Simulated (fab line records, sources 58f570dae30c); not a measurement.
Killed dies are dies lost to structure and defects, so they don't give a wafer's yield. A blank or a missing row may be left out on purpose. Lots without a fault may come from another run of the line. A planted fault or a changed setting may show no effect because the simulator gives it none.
fab line records | flow berkeley_cmos170
record lots=15 wafers=45 last_day=13
route steps=331 shown ACTIVE@62
lots that met no fault: from a run of the same line without faults
start_h: hours from the record's first day to the start of the lot's first wafer shown | wait_h: hours since the lot's step before | " the same as in the row above | L1.1+2: a row that stands for several wafers | - no value, or no start given | * or withheld: withheld | < > ~ a bound
route shown NAME@n: a module of which the file shows steps, and the number in the route of the first | usual: mean/standard deviation of fault-free wafers | same: alike in all rows | chamber/n: place in a boat | sites: the reading at each site | _std_site: their standard deviation | _edge_site: outer sites' mean less inner sites' | radius_mm: how far each site lies from the wafer's centre | mask NAME#n: copy n | behind: the tool/chamber that last shaped the wafer | hold: why the lot was held/for how many hours/how that ended | device: the transistor (n, p or np) that didn't switch | end of line: the same wafers' tests at the end of the route | a step without rows: its recipe alone | killed: dies lost to structure and defects at the first sort, not the wafer's yield | map: a wafer's dies, x killed, . not, _ none there
set.NAME: the setting as run; set.NAME@STEP: as run at that earlier step | model.NAME: the simulator's own value behind a step, which no gauge read
steps of the route over a sample of lots; a table a step, a row a wafer
services: from which hour (start_h, from the record's first day; less than 0 if before it) a tool's chamber was out of use, for how many hours, and why
## steps
# step UCB170_ACTIVE_OXIDATION_02
# recipe temp_c=1000 ambient=O2 target_thk_a=264 ox_time_s=1260
# usual ox_temp_c=999.9/0.45 ox_temp_c_max=1006.3/1.7
# columns lot.wafer tool chamber start_h wait_h ox_temp_c ox_temp_c_max
L612.2 furnace-02 0 79.33 4.6 1000.1 1005.4
L612.3 " 0 " " 1000.3 1008.0
L612.5 " 0 " " 999.1 1006.8
L616.2 furnace-02 0 100.50 4.9 1000.5 1007.8
L616.4 " 0 " " 999.9 1008.0
L616.6 " 0 " " 1001.0 1008.7
L617.1 furnace-02 0 100.50 4.9 1000.0 1006.8
L617.3 " 0 " " 999.5 1005.2
L617.6 " 0 " " 999.9 1007.4
L618.3 furnace-01 0 109.12 6.5 1000.3 1004.1
L618.4 " 0 " " 999.7 1005.0
L618.5 " 0 " " 999.7 1004.6
L619.2 furnace-04 0 117.28 4.8 999.2 1006.4
L619.3 " 0 " " 1000.5 1007.7
L619.4 " 0 " " 999.6 1005.8
L621.1 furnace-04 0 123.13 3.8 999.5 1006.3
L621.2 " 0 " " 1000.8 1007.8
L621.5 " 0 " " 999.4 1006.1
L622.2 furnace-04 0 123.13 3.8 1000.0 1008.6
L622.3 " 0 " " 1000.6 1006.9
L622.4 " 0 " " 999.7 1008.1
L626.1 furnace-04 0 147.42 3.7 1000.2 1007.0
L626.3 " 0 " " 998.8 1005.3
L626.4 " 0 " " 999.4 1005.0
L628.1 furnace-01 - 164.72 4.0 - -
L628.2 " - " " - -
L628.5 " - " " - -
L629.1 furnace-01 - 170.32 4.6 - -
L629.3 " - " " - -
L629.5 " - " " - -
L630.1 furnace-01 - 170.32 4.6 - -
L630.4 " - " " - -
L630.5 " - " " - -
L632.3 furnace-02 0 179.62 4.4 999.2 1006.2
L632.4 " 0 " " 999.8 1006.2
L632.6 " 0 " " 1000.0 1007.3
L633.1 furnace-01 0 186.22 3.9 999.7 1003.7
L633.2 " 0 " " 999.9 1005.1
L633.5 " 0 " " 999.8 1003.7
L634.1 furnace-01 0 186.22 3.9 999.4 1004.1
L634.4 " 0 " " 1000.0 1004.2
L634.6 " 0 " " 999.7 1003.3
L635.1 furnace-01 0 201.27 2.7 1000.2 1004.1
L635.2 " 0 " " 1000.1 1004.5
L635.4 " 0 " " 999.9 1003.6
## services
# columns tool chamber start_h hours kind
furnace-01 - 105.39 3.7 pm
furnace-02 - 137.87 3.6 pm
furnace-02 - 192.57 4.2 pm
## key
first_sign step=UCB170_ACTIVE_OXIDATION_02 reading=tool_record direction=missing
effect none on later readings
met_at UCB170_ACTIVE_OXIDATION_02
struck_lots L628,L629,L630
later_rows_left_out L628.1,L628.2,L628.5,L629.1,L629.3,L629.5,L630.1,L630.4,L630.5
sort_left_out L628.1,L628.2,L628.5,L629.1,L629.3,L629.5,L630.1,L630.4,L630.5
tester_left_out L628,L629,L630
onset_between 109.12 164.72
fault kind=skipped_step_whole tool=furnace-01 chamber=- onset_h=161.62 steps=UCB170_ACTIVE_OXIDATION_02 scope=struck_lots_only
# tester_left_out: of these lots the tester's yield and bins aren't shown, on N5 and GAA mostly nor the transistor test; their killed dies are dies lost to structure and defects alone, not to doping, threshold or leakage, so they don't give the yield
# sort_left_out: the simulated sort isn't trusted on such a fault, so these wafers' sort isn't shown, and their yield isn't known
# later_rows_left_out: the simulator's readings of these wafers behind a module that went badly wrong aren't trusted and aren't shown, but for the sort
